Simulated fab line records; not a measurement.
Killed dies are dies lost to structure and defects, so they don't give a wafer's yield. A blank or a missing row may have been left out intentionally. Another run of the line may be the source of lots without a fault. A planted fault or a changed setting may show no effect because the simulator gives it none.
fab line records -- flow berkeleyCmos170
record: lots: 14, wafers: 42, lastDay: 13
route steps=331 shown M1@252 V1@270 M3@321
lots untouched by any fault: they come from a run of this same line in which no faults occurred
startH: hours from the record's opening day to when the first of the lot's shown wafers began -- waitH: time in hours since the lot's previous step -- " as in the row above -- L1.1+2: a row that stands for several wafers -- - no value, or no start given -- * or withheld: withheld -- < > ~ a bound
route shown NAME@n: NAME is a module with steps in the file, n the number in the route of the first one -- usual: the fault-free wafers' mean and standard deviation -- same: alike in all rows -- chamber/n: place in a boat -- sites: each site's reading -- _std_site: their standard deviation -- _edge_site: inner sites' mean taken away from outer sites' mean -- radiusMm: how far each site lies from the wafer's centre -- mask NAME#n: copy n -- behind: the most recent tool/chamber to have shaped the wafer -- hold: what put the lot on hold/how long, in hours/how the hold closed -- device: which transistor (n, p or np) failed to switch -- end of line: at the end of the route, the tests of the same wafers -- a step without rows: its recipe alone -- killed: count of dies lost to structure and defects at first sort (not the wafer's yield) -- map: dies across one wafer; x = killed, . = not, _ = none there
set.NAME: setting as actually run; set.NAME@STEP: the setting as run at that earlier step -- model.NAME: the simulator's own value behind a step, which no gauge read
one table for each step of the route and one row for each wafer, over a sample of lots
services: from which hour (startH, from the record's first day; less than 0 if before it) a tool's chamber was out of use, for how many hours, and why
== steps ==
step: UCB170_M1_CD_MEAS_90
recipe: targetCdNm: 700
usual: cdNm: 699.1/2.7
lot.wafer,tool,chamber,startH,waitH,cdNm
L265.3,cdSem-01,-,169.98,0.1,697.4
L265.5,cdSem-01,-,169.98,0.1,698.8
L265.6,cdSem-01,-,169.98,0.1,698.8
L268.2,cdSem-01,-,177.26,0.1,698.0
L268.5,cdSem-01,-,177.26,0.1,696.7
L268.6,cdSem-01,-,177.26,0.1,696.6
L267.1,cdSem-02,-,179.34,0.1,700.8
L267.3,cdSem-02,-,179.34,0.1,701.7
L267.6,cdSem-02,-,179.34,0.1,701.2
L272.3,cdSem-01,-,201.06,0.1,699.4
L272.4,cdSem-01,-,201.06,0.1,696.9
L272.6,cdSem-01,-,201.06,0.1,696.0
L270.3,cdSem-02,-,202.22,0.1,702.6
L270.4,cdSem-02,-,202.22,0.1,700.5
L270.5,cdSem-02,-,202.22,0.1,700.0
L271.1,cdSem-01,-,202.35,0.1,697.5
L271.2,cdSem-01,-,202.35,0.1,699.1
L271.6,cdSem-01,-,202.35,0.1,698.0
L274.2,cdSem-01,-,212.55,0.1,699.5
L274.4,cdSem-01,-,212.55,0.1,699.4
L274.6,cdSem-01,-,212.55,0.1,699.2
L276.2,cdSem-02,-,237.60,0.1,701.1
L276.3,cdSem-02,-,237.60,0.1,696.6
L276.4,cdSem-02,-,237.60,0.1,699.9
L278.1,cdSem-01,-,241.65,0.1,701.8
L278.2,cdSem-01,-,241.65,0.1,702.2
L278.6,cdSem-01,-,241.65,0.1,700.9
L280.1,cdSem-02,-,244.22,0.1,697.6
L280.5,cdSem-02,-,244.22,0.1,695.4
L280.6,cdSem-02,-,244.22,0.1,694.6
L285.1,cdSem-02,-,272.67,0.1,698.9
L285.3,cdSem-02,-,272.67,0.1,698.7
L285.6,cdSem-02,-,272.67,0.1,697.6
L286.3,cdSem-01,-,275.24,0.1,696.4
L286.4,cdSem-01,-,275.24,0.1,696.1
L286.6,cdSem-01,-,275.24,0.1,698.1
L288.1,cdSem-01,-,287.56,0.1,699.6
L288.3,cdSem-01,-,287.56,0.1,700.5
L288.6,cdSem-01,-,287.56,0.1,702.0
L287.1,cdSem-01,-,302.78,0.1,696.0
L287.3,cdSem-01,-,302.78,0.1,696.0
L287.4,cdSem-01,-,302.78,0.1,698.2
step: UCB170_V1_CD_MEAS_90
recipe: targetCdNm: 700
usual: cdNm: 700.4/1.4
lot.wafer,tool,chamber,startH,waitH,cdNm
L265.3,cdSem-01,-,173.88,0.1,698.7
L265.5,cdSem-01,-,173.88,0.1,700.2
L265.6,cdSem-01,-,173.88,0.1,699.1
L267.1,cdSem-01,-,183.48,0.1,699.2
L267.3,cdSem-01,-,183.48,0.1,700.3
L267.6,cdSem-01,-,183.48,0.1,700.3
L268.2,cdSem-01,-,183.76,0.1,699.8
L268.5,cdSem-01,-,183.76,0.1,699.0
L268.6,cdSem-01,-,183.76,0.1,700.2
L272.3,cdSem-02,-,206.91,0.1,699.9
L272.4,cdSem-02,-,206.91,0.1,701.2
L272.6,cdSem-02,-,206.91,0.1,701.3
L270.3,cdSem-02,-,207.18,0.1,700.5
L270.4,cdSem-02,-,207.18,0.1,700.7
L270.5,cdSem-02,-,207.18,0.1,700.5
L271.1,cdSem-01,-,207.42,0.1,699.1
L271.2,cdSem-01,-,207.42,0.1,700.0
L271.6,cdSem-01,-,207.42,0.1,698.3
L274.2,cdSem-01,-,218.00,0.1,702.3
L274.4,cdSem-01,-,218.00,0.1,701.7
L274.6,cdSem-01,-,218.00,0.1,701.0
L276.2,cdSem-01,-,243.78,0.1,700.0
L276.3,cdSem-01,-,243.78,0.1,697.8
L276.4,cdSem-01,-,243.78,0.1,699.2
L278.1,cdSem-02,-,245.51,0.1,701.3
L278.2,cdSem-02,-,245.51,0.1,702.1
L278.6,cdSem-02,-,245.51,0.1,699.8
L280.1,cdSem-01,-,248.02,0.1,700.8
L280.5,cdSem-01,-,248.02,0.1,701.1
L280.6,cdSem-01,-,248.02,0.1,701.3
L285.1,cdSem-01,-,276.46,0.1,700.5
L285.3,cdSem-01,-,276.46,0.1,698.9
L285.6,cdSem-01,-,276.46,0.1,699.5
L286.3,cdSem-01,-,281.00,0.1,698.5
L286.4,cdSem-01,-,281.00,0.1,699.5
L286.6,cdSem-01,-,281.00,0.1,700.9
L288.1,cdSem-01,-,293.72,0.1,702.2
L288.3,cdSem-01,-,293.72,0.1,702.1
L288.6,cdSem-01,-,293.72,0.1,701.7
L287.1,cdSem-01,-,307.73,0.1,698.0
L287.3,cdSem-01,-,307.73,0.1,700.7
L287.4,cdSem-01,-,307.73,0.1,698.9
step: UCB170_M3_EXPOSE_12
recipe: maskId: METAL3, targetCdNm: 700, na: 0.5, sigmaOuter: 0.6, sourceShape: conventional, doseMj: 26
usual: exposureDoseMJCm2: 26.12/0.097, focusOffsetNm: -0.1/0.5, na: 0.5/0, reticleTempC: 22.98/0.099, stageVelMmS: 499.98/0.26
lot.wafer,tool,chamber,startH,waitH,mask,exposureDoseMJCm2,focusOffsetNm,na,reticleTempC,stageVelMmS
L265.3,krfScanner-01,0,181.78,-,METAL3#0,25.94,0.4,0.5,23.02,500.23
L265.5,krfScanner-01,0,181.78,-,METAL3#0,25.99,-0.4,0.5,23.05,499.79
L265.6,krfScanner-01,0,181.78,-,METAL3#0,26.03,0.5,0.5,23.05,500.02
L267.1,krfScanner-01,0,190.85,-,METAL3#0,26.00,-0.1,0.5,23.09,499.91
L267.3,krfScanner-01,0,190.85,-,METAL3#0,25.97,-0.3,0.5,22.90,499.75
L267.6,krfScanner-01,0,190.85,-,METAL3#0,25.98,0.5,0.5,22.86,499.72
L268.2,krfScanner-02,0,191.34,-,METAL3#0,26.15,-0.1,0.5,23.09,499.94
L268.5,krfScanner-02,0,191.34,-,METAL3#0,26.19,-0.3,0.5,23.09,500.23
L268.6,krfScanner-02,0,191.34,-,METAL3#0,26.19,0.1,0.5,22.89,500.50
L270.3,krfScanner-02,0,214.65,-,METAL3#0,26.18,0.9,0.5,22.73,500.10
L270.4,krfScanner-02,0,214.65,-,METAL3#0,26.15,1.0,0.5,22.78,500.41
L270.5,krfScanner-02,0,214.65,-,METAL3#0,26.15,0.1,0.5,22.82,500.33
L272.3,krfScanner-02,0,214.77,-,METAL3#0,26.21,0.7,0.5,23.05,500.19
L272.4,krfScanner-02,0,214.77,-,METAL3#0,26.20,1.0,0.5,23.06,500.21
L272.6,krfScanner-02,0,214.77,-,METAL3#0,26.23,-0.1,0.5,22.92,500.26
L271.1,krfScanner-01,0,217.28,-,METAL3#0,25.98,-0.4,0.5,22.85,499.79
L271.2,krfScanner-01,0,217.28,-,METAL3#0,25.96,-0.1,0.5,22.88,499.79
L271.6,krfScanner-01,0,217.28,-,METAL3#0,25.99,0.0,0.5,22.90,499.51
L274.2,krfScanner-01,0,224.87,-,METAL3#0,25.99,-0.6,0.5,22.88,499.99
L274.4,krfScanner-01,0,224.87,-,METAL3#0,25.97,-0.3,0.5,23.09,499.90
L274.6,krfScanner-01,0,224.87,-,METAL3#0,25.94,-0.5,0.5,23.11,499.78
L276.2,krfScanner-02,0,251.13,-,METAL3#0,26.20,0.3,0.5,22.82,499.89
L276.3,krfScanner-02,0,251.13,-,METAL3#0,26.21,0.5,0.5,23.06,500.17
L276.4,krfScanner-02,0,251.13,-,METAL3#0,26.16,0.3,0.5,23.04,500.31
L278.1,krfScanner-01,-,253.57,-,METAL3#0,-,-,-,-,-
L278.2,krfScanner-01,-,253.57,-,METAL3#0,-,-,-,-,-
L278.6,krfScanner-01,-,253.57,-,METAL3#0,-,-,-,-,-
L280.1,krfScanner-02,-,256.53,-,METAL3#0,-,-,-,-,-
L280.5,krfScanner-02,-,256.53,-,METAL3#0,-,-,-,-,-
L280.6,krfScanner-02,-,256.53,-,METAL3#0,-,-,-,-,-
L285.1,krfScanner-02,0,284.89,-,METAL3#0,26.21,-0.3,0.5,22.90,499.82
L285.3,krfScanner-02,0,284.89,-,METAL3#0,26.18,-0.4,0.5,22.90,499.74
L285.6,krfScanner-02,0,284.89,-,METAL3#0,26.19,0.0,0.5,22.86,500.05
L286.3,krfScanner-02,0,288.96,-,METAL3#0,26.16,0.8,0.5,22.94,500.12
L286.4,krfScanner-02,0,288.96,-,METAL3#0,26.18,0.4,0.5,22.89,499.75
L286.6,krfScanner-02,0,288.96,-,METAL3#0,26.22,0.0,0.5,23.02,499.85
L288.1,krfScanner-02,0,301.05,-,METAL3#0,26.20,-0.5,0.5,22.89,499.96
L288.3,krfScanner-02,0,301.05,-,METAL3#0,26.15,-0.2,0.5,22.94,499.82
L288.6,krfScanner-02,0,301.05,-,METAL3#0,26.16,-1.3,0.5,23.02,499.89
L287.1,krfScanner-01,0,315.56,-,METAL3#0,25.97,-0.4,0.5,22.94,499.89
L287.3,krfScanner-01,0,315.56,-,METAL3#0,25.97,0.0,0.5,22.87,500.10
L287.4,krfScanner-01,0,315.56,-,METAL3#0,26.00,0.4,0.5,22.85,499.52
step: UCB170_M3_ETCH_17
recipe: chemistry: N2/H2, targetDepthA: withheld, overetchA: withheld, target: BARC, timeS: withheld, sourceW: 500, biasW: 100, pressureMtorr: 30, n2FlowSccm: 100, h2FlowSccm: 200
usual: drypumpMotorCurrentA: 5.7/0.32, oesProductAu: 1.011/0.019, throttleValvePct: 13.30/0.17
lot.wafer,tool,chamber,startH,waitH,drypumpMotorCurrentA,oesProductAu,throttleValvePct
L265.3,rieDiel-03,2,182.29,0.0,5.8,1.017,13.27
L265.5,rieDiel-03,1,182.29,0.0,5.3,1.003,13.63
L265.6,rieDiel-03,2,182.29,0.0,5.8,1.010,13.27
L267.1,rieDiel-01,2,191.43,0.0,5.5,1.018,13.36
L267.3,rieDiel-01,1,191.43,0.0,5.6,1.043,13.33
L267.6,rieDiel-01,1,191.43,0.0,5.6,1.039,13.35
L268.2,rieDiel-03,0,191.87,0.0,5.4,0.994,13.23
L268.5,rieDiel-03,2,191.87,0.0,5.8,1.006,13.26
L268.6,rieDiel-03,3,191.87,0.0,6.6,1.003,13.29
L270.3,rieDiel-01,2,215.16,0.0,5.5,1.020,13.37
L270.4,rieDiel-01,0,215.16,0.0,6.0,1.017,13.49
L270.5,rieDiel-01,2,215.16,0.0,5.5,1.016,13.35
L272.3,rieDiel-03,1,215.28,0.0,5.3,0.992,13.63
L272.4,rieDiel-03,2,215.28,0.0,5.8,1.004,13.26
L272.6,rieDiel-03,0,215.28,0.0,5.4,0.987,13.24
L271.1,rieDiel-04,3,217.82,0.0,5.8,0.961,13.13
L271.2,rieDiel-04,2,217.82,0.0,5.8,1.029,13.05
L271.6,rieDiel-04,0,217.82,0.0,5.4,0.997,13.33
L274.2,rieDiel-03,0,225.40,0.0,5.3,1.001,13.25
L274.4,rieDiel-03,2,225.40,0.0,5.9,1.015,13.27
L274.6,rieDiel-03,1,225.40,0.0,5.3,0.996,13.65
L276.2,rieDiel-04,1,252.26,0.0,5.4,1.024,13.13
L276.3,rieDiel-04,3,252.26,0.0,5.9,0.975,13.14
L276.4,rieDiel-04,2,252.26,0.0,5.8,1.014,13.07
L278.1,rieDiel-01,3,254.61,0.0,5.7,1.022,13.57
L278.2,rieDiel-01,1,254.61,0.0,5.6,1.021,13.33
L278.6,rieDiel-01,2,254.61,0.0,5.5,1.015,13.36
L280.1,rieDiel-04,1,257.13,0.0,5.4,1.026,13.12
L280.5,rieDiel-04,2,257.13,0.0,5.7,1.019,13.06
L280.6,rieDiel-04,1,257.13,0.0,5.4,1.021,13.13
L285.1,rieDiel-04,3,285.44,0.0,5.8,0.967,13.15
L285.3,rieDiel-04,0,285.44,0.0,5.5,0.984,13.31
L285.6,rieDiel-04,1,285.44,0.0,5.4,1.023,13.13
L286.3,rieDiel-04,0,289.63,0.0,5.4,0.987,13.32
L286.4,rieDiel-04,1,289.63,0.0,5.4,1.028,13.14
L286.6,rieDiel-04,0,289.63,0.0,5.4,0.995,13.31
L288.1,rieDiel-01,2,301.60,0.0,5.5,1.015,13.35
L288.3,rieDiel-01,0,301.60,0.0,6.0,1.034,13.47
L288.6,rieDiel-01,3,301.60,0.0,5.7,1.031,13.57
L287.1,rieDiel-04,0,316.73,0.0,5.4,0.984,13.32
L287.3,rieDiel-04,2,316.73,0.0,5.8,1.030,13.05
L287.4,rieDiel-04,1,316.73,0.0,5.4,1.023,13.13
== services ==
tool,chamber,startH,hours,kind
krfScanner-01,-,163.32,3.6,pm
rieDiel-01,-,170.96,4.3,pm
rieDiel-04,0,191.40,16.0,repair
krfScanner-02,-,194.06,1.0,pm
rieDiel-03,2,195.19,5.8,repair
krfScanner-02,-,201.99,0.8,pm
krfScanner-01,-,205.97,4.0,pm
rieDiel-01,0,226.26,5.6,repair
rieDiel-01,3,227.97,16.9,repair
rieDiel-01,2,231.86,7.1,repair
rieDiel-03,1,236.55,7.0,repair
rieDiel-04,2,244.12,4.3,repair
rieDiel-04,0,248.04,4.1,repair
krfScanner-01,-,259.25,0.2,repair
rieDiel-03,-,265.82,4.0,pm
krfScanner-01,-,267.47,1.0,pm
rieDiel-01,1,271.30,2.6,repair
rieDiel-03,-,272.80,1.1,repair
krfScanner-01,-,274.71,17.8,repair
krfScanner-02,-,278.54,0.8,repair
krfScanner-01,-,278.90,0.9,repair
krfScanner-01,-,292.52,0.8,pm
rieDiel-04,-,299.10,2.8,pm
krfScanner-02,-,314.85,1.3,pm
== key ==
firstSign: step: UCB170_M3_EXPOSE_12, reading: toolRecord, direction: missing
effect none on later readings
metAt UCB170_M3_EXPOSE_12
struckLots L278,L280
laterRowsLeftOut L278.1,L278.2,L278.6,L280.1,L280.5,L280.6
sortLeftOut L278.1,L278.2,L278.6,L280.1,L280.5,L280.6
notActingAt UCB170_M1_CD_MEAS_90,UCB170_V1_CD_MEAS_90,UCB170_M3_ETCH_17
onsetBetween 251.13 253.57
fault: kind: skippedStepWhole, tool: krfScanner-01,krfScanner-02, chamber: -, onsetH: 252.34, steps: UCB170_M3_EXPOSE_12, scope: struckLotsOnly
sortLeftOut: the simulated sort isn't trusted on such a fault, so these wafers' sort isn't shown, and their yield isn't known
laterRowsLeftOut: the simulator's readings of these wafers behind a module that went badly wrong aren't trusted and aren't shown, but for the sort
